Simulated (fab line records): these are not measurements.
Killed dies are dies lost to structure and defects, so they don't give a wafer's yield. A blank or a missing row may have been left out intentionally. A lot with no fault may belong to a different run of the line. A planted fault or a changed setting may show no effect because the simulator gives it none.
Comparing a struck lot with a sound one -- flow rit cmos -- 16 steps out of a route of 202
Sound: the wafers L769.2, L769.5, L769.6. The struck wafers were L776.2, L776.3, L776.4. The cause is named last.
Each step with rows lists, per side, the tool, then ch with its chambers, then its first start. Under that, the readings that differ: sound wafers -- struck wafers -- difference of the means -- sigmas: that difference in standard deviations of wafers without a fault.
alike: words and numbers the same on both sides, and readings whose means are apart by under 2 such deviations; not compared: readings that were withheld, readings missing a value for some wafer, numbers with overlapping values and no deviation given by the record, and bounds like >300 which may hide the same value.
A row with sigmas, a row that says differs or no value, or rows on one side alone: a step with any of these is where the two part. Numbers that don't overlap but have no deviation are shown without sigmas and don't part them. A reading that every wafer of one side lacks parts them only if that side has two wafers or more.

first, 1 step without rows for these wafers: RIT_PSD_IMPLANT_08.
RIT_PSD_STRIP_09: strips in O2, time 180 s.
  sound on plasma asher-02 ch 0,1, day 4 19:25; struck on plasma asher-03 ch 0,1, day 6 12:01
  alike: chamber pressure mTorr, drypump motor current A
  not compared: rf hours counter h
RIT_PSD_TW_MEAS_10:
  sound on film metro-03 at day 4 19:36; struck on film metro-01 at day 6 12:12
  alike: PSD_TW
then, 3 steps without rows for these wafers: RIT_SDANNEAL_CLEAN_00 (cleans in SC1, time 600 s); RIT_SDANNEAL_CLEAN_01 (cleans in dHF, time 30 s); RIT_SDANNEAL_CLEAN_02 (cleans in SC2, time 600 s).
RIT_SDANNEAL_RTA_03: time 5 s.
  sound on rtp anneal-01 ch 0, day 4 20:01; struck on rtp anneal-01 ch 0, day 6 12:38
  alike: wafer_temp_C_max
RIT_SDANNEAL_RS_MEAS_04: measures by four-point-probe.
  sound on film metro-01 at day 4 20:05; struck on film metro-03 at day 6 12:42
  alike: PSD_RS
RIT_SDANNEAL_RS_MEAS_05: measures by four-point-probe.
  sound on film metro-01 at day 4 20:13; struck on film metro-03 at day 6 12:49
  alike: NSD_RS
RIT_SDANNEAL_RS_MEAS_06: measures by four-point-probe.
  sound on film metro-01 at day 4 20:20; struck on film metro-03 at day 6 12:56
  alike: PLDD_RS
RIT_SDANNEAL_RS_MEAS_07: measures by four-point-probe.
  sound on film metro-01 at day 4 20:27; struck on film metro-03 at day 6 13:04
  alike: NLDD_RS
then, 1 step without rows for these wafers: RIT_SILICIDE_WET_ETCH_00 (etches SiO2 in BOE, target depth 14 nm, time 15 s).
RIT_SILICIDE_SPUTTER_01: material Ti, target thk 30 nm, time 240 s.
  sound on pvd sputter-01 at day 4 20:34; struck on pvd sputter-01 at day 6 13:10
reading,sound,struck,difference,sigmas
chamber pressure pa (Pa),0.6658 0.6677 0.6667,0.6451 0.6467 0.6475,-0.0203,-16
  alike: throttle valve pct
RIT_SILICIDE_RS_MEAS_02: measures by four-point-probe.
  sound on film metro-02 at day 4 20:44; struck on film metro-01 at day 6 13:20
reading,sound,struck,difference,sigmas
SILICIDE_TI_RS (ohm/sq),47.5 47.6 47.4,46.0 45.4 44.9,-2.1,-3
RIT_SILICIDE_THK_MEAS_03: measures by xrf.
  sound on film metro-02 at day 4 20:51; struck on film metro-01 at day 6 13:27
  alike: SILICIDE_TI_THK
RIT_M1_PROBE_99:
  only the struck wafers here have rows in the record (prober-01, day 6 20:05); the sound ones have none

## WHERE THEY PART
At RIT_SILICIDE_SPUTTER_01 first; at RIT_M1_PROBE_99 last (within this record only).

WHY: what had been put in by the simulator
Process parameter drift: pvd sputter-01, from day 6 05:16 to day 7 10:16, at RIT_SILICIDE_SPUTTER_01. A move of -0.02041 in setting chamber pressure pa, from 0.667.
